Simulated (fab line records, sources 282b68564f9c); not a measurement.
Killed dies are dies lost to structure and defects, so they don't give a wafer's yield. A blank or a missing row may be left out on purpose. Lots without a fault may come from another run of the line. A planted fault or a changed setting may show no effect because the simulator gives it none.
Problem report in the 8D (eight disciplines) form, filled by code | flow rit_cmos | the parts of the form that need people (team, actions taken, sign-off) are left out

1. THE PROBLEM
tilt_deg at RIT_PRETRO_IMPLANT_08 reads a mean of 4.492 degrees on 9 wafers of 3 lots; wafers without a fault read 7.009 degrees with a standard deviation of 0.02. That is -99 or more standard deviations from the usual mean.
First seen on wafer L359.3, day 2 23:50, on implanter-01. The record holds 42 wafers of 14 lots with a number at this step. Rule for "out", or "out of limits": more than 4 standard deviations from the usual mean. The other wafers with a number count as sound.

2. WHAT IT IS AND WHAT IT IS NOT
question                    | is                     | is not
which readings at this step | tilt_deg               | beam_on_s, end_station_pressure_torr
which lots                  | L359, L360, L362       | L356, L357, L358, L370, L373, L374, L375, L376, L377, L378, L379
which wafers of those lots  | all that have a number | -
read on which tools         | implanter-01           | implanter-02, implanter-04
when                        | from day 2 23:50       | up to then (9 sound wafers); but 24 sound wafers of L370, L373, L374, L375, L376, L377, L378, L379 came after

3. SUSPECTS, AND WHAT RULES EACH OUT
Counting: a tool at a process step up to the reading stays a suspect if it ran every lot that is out and no sound lot after the first of them.
- implanter-01 at RIT_PRETRO_IMPLANT_08: ruled out as a lasting fault. Sound lots L375, L377 ran on it after its first lot that is out, L359 (day 2 23:50).
Left after counting: nothing in the record.

4. THE CAUSE (what the simulator had put in)
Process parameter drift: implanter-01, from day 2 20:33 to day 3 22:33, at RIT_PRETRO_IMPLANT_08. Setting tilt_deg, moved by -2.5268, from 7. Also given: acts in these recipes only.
Counting ruled it out, wrongly.

5. THE CHAIN OF EFFECTS, in route order
Each row: a reading whose mean over the struck wafers that have a number lies more than 3 standard deviations from the usual. Only readings for which the record gives a usual standard deviation are gone through. hours: the time from each lot's start at the first step in this table that gives one to its start at this step, as a median over the lots. sigmas: the change in usual standard deviations.
hours | step                  | reading  | usual         | on struck wafers | change | sigmas
0     | RIT_PRETRO_IMPLANT_08 | tilt_deg | 7.009 degrees | 4.492            | -2.517 | -99 or more
The process steps in it:
- RIT_PRETRO_IMPLANT_08

6. WHAT WOULD HAVE CAUGHT IT SOONER
In this record the first reading out of limits was taken at day 2 23:50, 3 hours after the fault began at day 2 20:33.
